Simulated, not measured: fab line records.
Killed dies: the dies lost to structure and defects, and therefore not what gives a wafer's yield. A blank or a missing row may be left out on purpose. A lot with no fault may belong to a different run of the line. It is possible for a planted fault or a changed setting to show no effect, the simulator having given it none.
fab line records || flow rit_cmos
record: {"lots": 5, "wafers": 15, "last_day": 7}
route steps=202 shown NLDD@105 PLDD@114 M1@202
lots that met no fault: from a run of the same line without faults
start_h: start of the lot's first displayed wafer, in hours after the record's first day || wait_h: hours from the lot's prior step to this one || " unchanged from the row above || L1.1+2: one row covering several wafers at once || - no value present, or no start provided || * or withheld: withheld || < > ~ a bound
route shown NAME@n: NAME is a module with steps in the file, n the number in the route of the first one || usual: mean and standard deviation over wafers with no fault || same: alike in all rows || chamber/n: place in a boat || sites: the reading at each site || _std_site: standard deviation of those values || _edge_site: the outer-site mean with the inner-site mean subtracted || radius_mm: for every site, how far away it sits from the centre of the wafer || mask NAME#n: copy n || behind: the most recent tool/chamber to have shaped the wafer || hold: reason for holding the lot/hours on hold/outcome of the hold || device: the transistor (n, p or np) that didn't switch || end of line: tests of these same wafers at the route's end || for a step that has no rows: nothing shown but its recipe || killed: dies lost to structure and defects at the first sort, not the wafer's yield || map: a wafer's dies, x killed, . not, _ none there
set.NAME: the setting as run; set.NAME@STEP: as run at that earlier step || model.NAME: the simulator's own value behind a step, which no gauge read
lots seen at some steps along the route; tables by step, rows by wafer
services: when a tool's chamber went out of use (start_h, in hours from the record's first day, below 0 if earlier), for how many hours, and the reason
== steps ==
step: RIT_NLDD_SOFTBAKE_02
recipe: {"resist": "NOVOLAK", "temp_c": 90, "time_s": 60}
step: RIT_NLDD_EXPOSE_03
recipe: {"mask_id": "M7", "na": 0.57, "target_cd_nm": 40700, "dose_mj": 250}
step: RIT_NLDD_PEB_04
recipe: {"resist": "NOVOLAK", "temp_c": "withheld", "time_s": "withheld"}
step: RIT_NLDD_DEVELOP_05
recipe: {"resist": "NOVOLAK", "develop_time_s": 50, "dev_temp_c": 23}
step: RIT_NLDD_OVL_MEAS_06
usual: {"NLDD_OVL": "0.1/1.6"}
{"lot.wafer": "L159.1", "tool": "overlay-02", "chamber": "-", "start_h": 53.45, "wait_h": "-", "NLDD_OVL[nm]": 0.4}
{"lot.wafer": "L159.2", "tool": "overlay-02", "chamber": "-", "start_h": 53.45, "wait_h": "-", "NLDD_OVL[nm]": 0.9}
{"lot.wafer": "L159.6", "tool": "overlay-02", "chamber": "-", "start_h": 53.45, "wait_h": "-", "NLDD_OVL[nm]": 1.5}
{"lot.wafer": "L163.2", "tool": "overlay-02", "chamber": "-", "start_h": 74.02, "wait_h": "-", "NLDD_OVL[nm]": -1.7}
{"lot.wafer": "L163.3", "tool": "overlay-02", "chamber": "-", "start_h": 74.02, "wait_h": "-", "NLDD_OVL[nm]": 0.9}
{"lot.wafer": "L163.5", "tool": "overlay-02", "chamber": "-", "start_h": 74.02, "wait_h": "-", "NLDD_OVL[nm]": 0.6}
{"lot.wafer": "L170.1", "tool": "overlay-01", "chamber": "-", "start_h": 107.48, "wait_h": "-", "NLDD_OVL[nm]": -1.1}
{"lot.wafer": "L170.3", "tool": "overlay-01", "chamber": "-", "start_h": 107.48, "wait_h": "-", "NLDD_OVL[nm]": -1.3}
{"lot.wafer": "L170.4", "tool": "overlay-01", "chamber": "-", "start_h": 107.48, "wait_h": "-", "NLDD_OVL[nm]": -0.1}
{"lot.wafer": "L172.3", "tool": "overlay-01", "chamber": "-", "start_h": 115.50, "wait_h": "-", "NLDD_OVL[nm]": -1.4}
{"lot.wafer": "L172.5", "tool": "overlay-01", "chamber": "-", "start_h": 115.50, "wait_h": "-", "NLDD_OVL[nm]": -2.2}
{"lot.wafer": "L172.6", "tool": "overlay-01", "chamber": "-", "start_h": 115.50, "wait_h": "-", "NLDD_OVL[nm]": 0.0}
{"lot.wafer": "L177.3", "tool": "overlay-01", "chamber": "-", "start_h": 144.56, "wait_h": "-", "NLDD_OVL[nm]": 1.3}
{"lot.wafer": "L177.4", "tool": "overlay-01", "chamber": "-", "start_h": 144.56, "wait_h": "-", "NLDD_OVL[nm]": 0.8}
{"lot.wafer": "L177.5", "tool": "overlay-01", "chamber": "-", "start_h": 144.56, "wait_h": "-", "NLDD_OVL[nm]": 0.5}
step: RIT_NLDD_HARDBAKE_07
recipe: {"resist": "NOVOLAK", "temp_c": 140, "time_s": 60}
step: RIT_NLDD_IMPLANT_08
recipe: {"species": "P", "energy_kev": 20, "dose_cm2": 5e+14, "tilt_deg": 7}
step: RIT_NLDD_STRIP_09
recipe: {"chemistry": "O2", "time_s": 180, "resist": "NOVOLAK", "platen_temp_c": "withheld", "power_w": 500, "pressure_mtorr": 4000, "o2_flow_sccm": 4000}
usual: {"drypump_motor_current_A": "5.8/0.36"}
{"lot.wafer": "L159.1", "tool": "plasma_asher-02", "chamber": 0, "start_h": 53.79, "wait_h": 0.1, "drypump_motor_current_A": 6.3, "rf_hours_counter_h": 25}
{"lot.wafer": "L159.2", "tool": "plasma_asher-02", "chamber": 1, "start_h": 53.79, "wait_h": 0.1, "drypump_motor_current_A": 5.9, "rf_hours_counter_h": 25}
{"lot.wafer": "L159.6", "tool": "plasma_asher-02", "chamber": 1, "start_h": 53.79, "wait_h": 0.1, "drypump_motor_current_A": 6.0, "rf_hours_counter_h": "-"}
{"lot.wafer": "L163.2", "tool": "plasma_asher-02", "chamber": 1, "start_h": 74.35, "wait_h": 0.1, "drypump_motor_current_A": 6.0, "rf_hours_counter_h": 27}
{"lot.wafer": "L163.3", "tool": "plasma_asher-02", "chamber": 0, "start_h": 74.35, "wait_h": 0.1, "drypump_motor_current_A": 6.2, "rf_hours_counter_h": "-"}
{"lot.wafer": "L163.5", "tool": "plasma_asher-02", "chamber": 0, "start_h": 74.35, "wait_h": 0.1, "drypump_motor_current_A": 6.2, "rf_hours_counter_h": "-"}
{"lot.wafer": "L170.1", "tool": "plasma_asher-04", "chamber": 1, "start_h": 107.91, "wait_h": 0.1, "drypump_motor_current_A": 5.5, "rf_hours_counter_h": 48}
{"lot.wafer": "L170.3", "tool": "plasma_asher-04", "chamber": 1, "start_h": 107.91, "wait_h": 0.1, "drypump_motor_current_A": 5.6, "rf_hours_counter_h": "-"}
{"lot.wafer": "L170.4", "tool": "plasma_asher-04", "chamber": 0, "start_h": 107.91, "wait_h": 0.1, "drypump_motor_current_A": 5.9, "rf_hours_counter_h": "-"}
{"lot.wafer": "L172.3", "tool": "plasma_asher-02", "chamber": 0, "start_h": 115.88, "wait_h": 0.1, "drypump_motor_current_A": 6.2, "rf_hours_counter_h": "-"}
{"lot.wafer": "L172.5", "tool": "plasma_asher-02", "chamber": 1, "start_h": 115.88, "wait_h": 0.1, "drypump_motor_current_A": 6.0, "rf_hours_counter_h": "-"}
{"lot.wafer": "L172.6", "tool": "plasma_asher-02", "chamber": 0, "start_h": 115.88, "wait_h": 0.1, "drypump_motor_current_A": 6.2, "rf_hours_counter_h": "-"}
{"lot.wafer": "L177.3", "tool": "plasma_asher-03", "chamber": 1, "start_h": 144.94, "wait_h": 0.1, "drypump_motor_current_A": 5.5, "rf_hours_counter_h": "-"}
{"lot.wafer": "L177.4", "tool": "plasma_asher-03", "chamber": 0, "start_h": 144.94, "wait_h": 0.1, "drypump_motor_current_A": 5.2, "rf_hours_counter_h": "-"}
{"lot.wafer": "L177.5", "tool": "plasma_asher-03", "chamber": 1, "start_h": 144.94, "wait_h": 0.1, "drypump_motor_current_A": 5.5, "rf_hours_counter_h": "-"}
step: RIT_NLDD_TW_MEAS_10
usual: {"NLDD_TW": "2494/18"}
{"lot.wafer": "L159.1", "tool": "film_metro-01", "chamber": "-", "start_h": 53.96, "wait_h": 0.1, "NLDD_TW": 2511}
{"lot.wafer": "L159.2", "tool": "film_metro-01", "chamber": "-", "start_h": 53.96, "wait_h": 0.1, "NLDD_TW": 2504}
{"lot.wafer": "L159.6", "tool": "film_metro-01", "chamber": "-", "start_h": 53.96, "wait_h": 0.1, "NLDD_TW": 2510}
{"lot.wafer": "L163.2", "tool": "film_metro-03", "chamber": "-", "start_h": 74.54, "wait_h": 0.1, "NLDD_TW": 2467}
{"lot.wafer": "L163.3", "tool": "film_metro-03", "chamber": "-", "start_h": 74.54, "wait_h": 0.1, "NLDD_TW": 2461}
{"lot.wafer": "L163.5", "tool": "film_metro-03", "chamber": "-", "start_h": 74.54, "wait_h": 0.1, "NLDD_TW": 2478}
{"lot.wafer": "L170.1", "tool": "film_metro-01", "chamber": "-", "start_h": 108.09, "wait_h": 0.1, "NLDD_TW": 2510}
{"lot.wafer": "L170.3", "tool": "film_metro-01", "chamber": "-", "start_h": 108.09, "wait_h": 0.1, "NLDD_TW": 2510}
{"lot.wafer": "L170.4", "tool": "film_metro-01", "chamber": "-", "start_h": 108.09, "wait_h": 0.1, "NLDD_TW": 2506}
{"lot.wafer": "L172.3", "tool": "film_metro-01", "chamber": "-", "start_h": 116.02, "wait_h": 0.1, "NLDD_TW": 2495}
{"lot.wafer": "L172.5", "tool": "film_metro-01", "chamber": "-", "start_h": 116.02, "wait_h": 0.1, "NLDD_TW": 2511}
{"lot.wafer": "L172.6", "tool": "film_metro-01", "chamber": "-", "start_h": 116.02, "wait_h": 0.1, "NLDD_TW": 2498}
{"lot.wafer": "L177.3", "tool": "film_metro-01", "chamber": "-", "start_h": 145.08, "wait_h": 0.1, "NLDD_TW": 2513}
{"lot.wafer": "L177.4", "tool": "film_metro-01", "chamber": "-", "start_h": 145.08, "wait_h": 0.1, "NLDD_TW": 2522}
{"lot.wafer": "L177.5", "tool": "film_metro-01", "chamber": "-", "start_h": 145.08, "wait_h": 0.1, "NLDD_TW": 2510}
step: RIT_PLDD_HMDS_00
recipe: {"prime_time_s": 60, "prime_temp_c": 140}
step: RIT_PLDD_COAT_01
recipe: {"resist": "NOVOLAK", "spin_rpm": 3250, "resist_thk_nm": 1000}
step: RIT_PLDD_SOFTBAKE_02
recipe: {"resist": "NOVOLAK", "temp_c": 90, "time_s": 60}
step: RIT_PLDD_EXPOSE_03
recipe: {"mask_id": "M8", "na": 0.57, "target_cd_nm": 40900, "dose_mj": 250}
{"lot.wafer": "L159.1+2+6", "tool": "iline_stepper-02", "chamber": 0, "start_h": 54.60, "wait_h": 0.2, "mask": "M8#0"}
{"lot.wafer": "L163.2+3+5", "tool": "iline_stepper-01", "chamber": 0, "start_h": 75.18, "wait_h": 0.2, "mask": "M8#0"}
{"lot.wafer": "L170.1+3+4", "tool": "iline_stepper-01", "chamber": 0, "start_h": 108.75, "wait_h": 0.3, "mask": "M8_R1#0"}
{"lot.wafer": "L172.3+5+6", "tool": "iline_stepper-01", "chamber": 0, "start_h": 116.67, "wait_h": 0.2, "mask": "M8#0"}
{"lot.wafer": "L177.3+4+5", "tool": "iline_stepper-02", "chamber": 0, "start_h": 145.73, "wait_h": 0.2, "mask": "M8#0"}
step: RIT_PLDD_PEB_04
recipe: {"resist": "NOVOLAK", "temp_c": "withheld", "time_s": "withheld"}
step: RIT_M1_PROBE_99
usual: {"killed_at_contacts": "0.0/0.22", "killed_at_front_end": "7/3", "killed_dies": "7/3.1", "killed_open": "3.4/2.1", "killed_short": "3.2/1.9"}
same: {"gross_dies": 264, "killed_at_M0_to_M3": 0, "killed_at_M4_up": 0, "killed_at_back_side": 0, "killed_at_other": 0}
{"lot.wafer": "L159.1", "tool": "prober-01", "chamber": "-", "start_h": 68.92, "wait_h": 0.1, "killed_at_contacts": 0, "killed_at_front_end": 2, "killed_dies": 2, "killed_open": 1, "killed_short": 1, "model.etest.pldd.width_nm": 3202}
{"lot.wafer": "L159.2", "tool": "prober-01", "chamber": "-", "start_h": 68.97, "wait_h": 0.1, "killed_at_contacts": 0, "killed_at_front_end": 6, "killed_dies": 6, "killed_open": 2, "killed_short": 4, "model.etest.pldd.width_nm": 3197}
{"lot.wafer": "L159.6", "tool": "prober-01", "chamber": "-", "start_h": 69.17, "wait_h": 0.2, "killed_at_contacts": 0, "killed_at_front_end": 4, "killed_dies": 4, "killed_open": 1, "killed_short": 3, "model.etest.pldd.width_nm": 3216}
{"lot.wafer": "L163.2", "tool": "prober-02", "chamber": "-", "start_h": 90.15, "wait_h": 0.1, "killed_at_contacts": 0, "killed_at_front_end": 6, "killed_dies": 6, "killed_open": 2, "killed_short": 4, "model.etest.pldd.width_nm": 3209}
{"lot.wafer": "L163.3", "tool": "prober-02", "chamber": "-", "start_h": 90.20, "wait_h": 0.2, "killed_at_contacts": 1, "killed_at_front_end": 11, "killed_dies": 12, "killed_open": 8, "killed_short": 4, "model.etest.pldd.width_nm": 3222}
{"lot.wafer": "L163.5", "tool": "prober-02", "chamber": "-", "start_h": 90.30, "wait_h": 0.2, "killed_at_contacts": 0, "killed_at_front_end": 10, "killed_dies": 10, "killed_open": 5, "killed_short": 5, "model.etest.pldd.width_nm": 3198}
{"lot.wafer": "L170.1", "tool": "prober-01", "chamber": "-", "start_h": 123.58, "wait_h": 0.1, "killed_at_contacts": 0, "killed_at_front_end": 6, "killed_dies": 6, "killed_open": 4, "killed_short": 2, "model.etest.pldd.width_nm": 2988}
{"lot.wafer": "L170.3", "tool": "prober-01", "chamber": "-", "start_h": 123.68, "wait_h": 0.2, "killed_at_contacts": 0, "killed_at_front_end": 14, "killed_dies": 14, "killed_open": 10, "killed_short": 4, "model.etest.pldd.width_nm": 2996}
{"lot.wafer": "L170.4", "tool": "prober-01", "chamber": "-", "start_h": 123.73, "wait_h": 0.2, "killed_at_contacts": 0, "killed_at_front_end": 7, "killed_dies": 7, "killed_open": 3, "killed_short": 4, "model.etest.pldd.width_nm": 2981}
{"lot.wafer": "L172.3", "tool": "prober-01", "chamber": "-", "start_h": 131.39, "wait_h": 0.2, "killed_at_contacts": 0, "killed_at_front_end": 1, "killed_dies": 1, "killed_open": 1, "killed_short": 0, "model.etest.pldd.width_nm": 3213}
{"lot.wafer": "L172.5", "tool": "prober-01", "chamber": "-", "start_h": 131.49, "wait_h": 0.2, "killed_at_contacts": 0, "killed_at_front_end": 4, "killed_dies": 4, "killed_open": 2, "killed_short": 2, "model.etest.pldd.width_nm": 3213}
{"lot.wafer": "L172.6", "tool": "prober-01", "chamber": "-", "start_h": 131.54, "wait_h": 0.2, "killed_at_contacts": 0, "killed_at_front_end": 5, "killed_dies": 5, "killed_open": 3, "killed_short": 2, "model.etest.pldd.width_nm": 3192}
{"lot.wafer": "L177.3", "tool": "prober-02", "chamber": "-", "start_h": 159.93, "wait_h": 0.2, "killed_at_contacts": 0, "killed_at_front_end": 17, "killed_dies": 17, "killed_open": 9, "killed_short": 8, "model.etest.pldd.width_nm": 3192}
{"lot.wafer": "L177.4", "tool": "prober-02", "chamber": "-", "start_h": 159.98, "wait_h": 0.2, "killed_at_contacts": 0, "killed_at_front_end": 7, "killed_dies": 7, "killed_open": 4, "killed_short": 3, "model.etest.pldd.width_nm": 3205}
{"lot.wafer": "L177.5", "tool": "prober-02", "chamber": "-", "start_h": 160.03, "wait_h": 0.2, "killed_at_contacts": 0, "killed_at_front_end": 7, "killed_dies": 7, "killed_open": 3, "killed_short": 4, "model.etest.pldd.width_nm": 3196}
killed by level:class
L159.1 GATE:geometric_particle:open=1 SILICIDE:geometric_particle:short=1
L159.2 REOX:geometric_particle:short=2 FOX2:geometric_particle:short=1 FOX2:geometric_particle:open=1 GATE:geometric_particle:open=1 GATE:geometric_particle:short=1
L159.6 GATE:geometric_particle:short=2 FOX2:geometric_particle:short=1 GATE:geometric_particle:open=1
L163.2 GATE:geometric_particle:short=2 GATE:geometric_particle:open=1 REOX:geometric_particle:open=1 SPACER:geometric_particle:short=1 SILICIDE:geometric_particle:short=1
L163.3 SILICIDE:geometric_particle:open=4 GATE:geometric_particle:open=3 FOX1:geometric_particle:open=1 GATE:geometric_particle:short=1 SPACER:geometric_particle:short=1 SILICIDE:geometric_particle:short=1 CONTACT:geometric_particle:short=1
L163.5 GATE:geometric_particle:open=4 FOX2:geometric_particle:short=3 FOX1:geometric_particle:short=1 FOX2:geometric_particle:open=1 GATE:geometric_particle:short=1
L170.1 GATE:geometric_particle:open=3 GATE:geometric_particle:short=1 REOX:geometric_particle:short=1 REOX:geometric_particle:open=1
L170.3 REOX:geometric_particle:open=5 GATE:geometric_particle:open=3 SILICIDE:geometric_particle:open=2 FOX1:geometric_particle:short=1 GATE:geometric_particle:short=1 REOX:geometric_particle:short=1 SILICIDE:geometric_particle:short=1
L170.4 FOX1:geometric_particle:short=2 GATE:geometric_particle:open=2 GATE:geometric_particle:short=1 REOX:geometric_particle:short=1 SILICIDE:geometric_particle:open=1
L172.3 SILICIDE:geometric_particle:open=1
L172.5 GATE:geometric_particle:open=2 REOX:geometric_particle:short=1 SPACER:geometric_particle:short=1
L172.6 FOX1:geometric_particle:open=1 GATE:geometric_particle:short=1 GATE:geometric_particle:open=1 SPACER:geometric_particle:open=1 SPACER:geometric_particle:short=1
L177.3 GATE:geometric_particle:open=5 REOX:geometric_particle:short=4 REOX:geometric_particle:open=2 SILICIDE:geometric_particle:short=2 FOX1:geometric_particle:open=1 FOX2:geometric_particle:short=1 FOX2:geometric_particle:open=1 GATE:geometric_particle:short=1
L177.4 SPACER:geometric_particle:open=2 GATE:geometric_particle:short=1 GATE:geometric_particle:open=1 REOX:geometric_particle:open=1 REOX:geometric_particle:short=1 SILICIDE:geometric_particle:short=1
L177.5 FOX2:geometric_particle:short=1 GATE:geometric_particle:open=1 REOX:geometric_particle:short=1 SPACER:geometric_particle:open=1 SPACER:geometric_particle:short=1 SILICIDE:geometric_particle:open=1 SILICIDE:geometric_particle:short=1
== services ==
{"tool": "iline_stepper-02", "chamber": "-", "start_h": 49.07, "hours": 1.7, "kind": "pm"}
{"tool": "iline_stepper-01", "chamber": "-", "start_h": 66.70, "hours": 5.9, "kind": "repair"}
{"tool": "plasma_asher-04", "chamber": "-", "start_h": 71.49, "hours": 0.9, "kind": "repair"}
{"tool": "iline_stepper-02", "chamber": "-", "start_h": 108.06, "hours": 4.4, "kind": "pm"}
{"tool": "plasma_asher-03", "chamber": "-", "start_h": 114.87, "hours": 0.8, "kind": "repair"}
{"tool": "iline_stepper-01", "chamber": 0, "start_h": 132.16, "hours": "-", "kind": "calibration"}
== key ==
first_sign: {"step": "RIT_PLDD_EXPOSE_03", "reading": "mask", "direction": "changed"}
effect none on later readings
model_effect: {"step": "RIT_M1_PROBE_99", "value": "etest.pldd.width_nm", "without": 3196, "struck": 2989}
met_at RIT_PLDD_EXPOSE_03
struck_wafers L170.1,L170.3,L170.4
tester_left_out L170
onset_between 75.18 108.75
fault: {"kind": "wrong_mask", "tool": "any", "chamber": "-", "onset_h": 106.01, "steps": "RIT_PLDD_EXPOSE_03", "aux_copy": "M8_R1#0", "cd_offset_nm": -350, "scope": "struck_lots_only"}
tester_left_out: of these lots the tester's yield and bins aren't shown, on N5 and GAA mostly nor the transistor test; their killed dies are dies lost to structure and defects alone, not to doping, threshold or leakage, so they don't give the yield
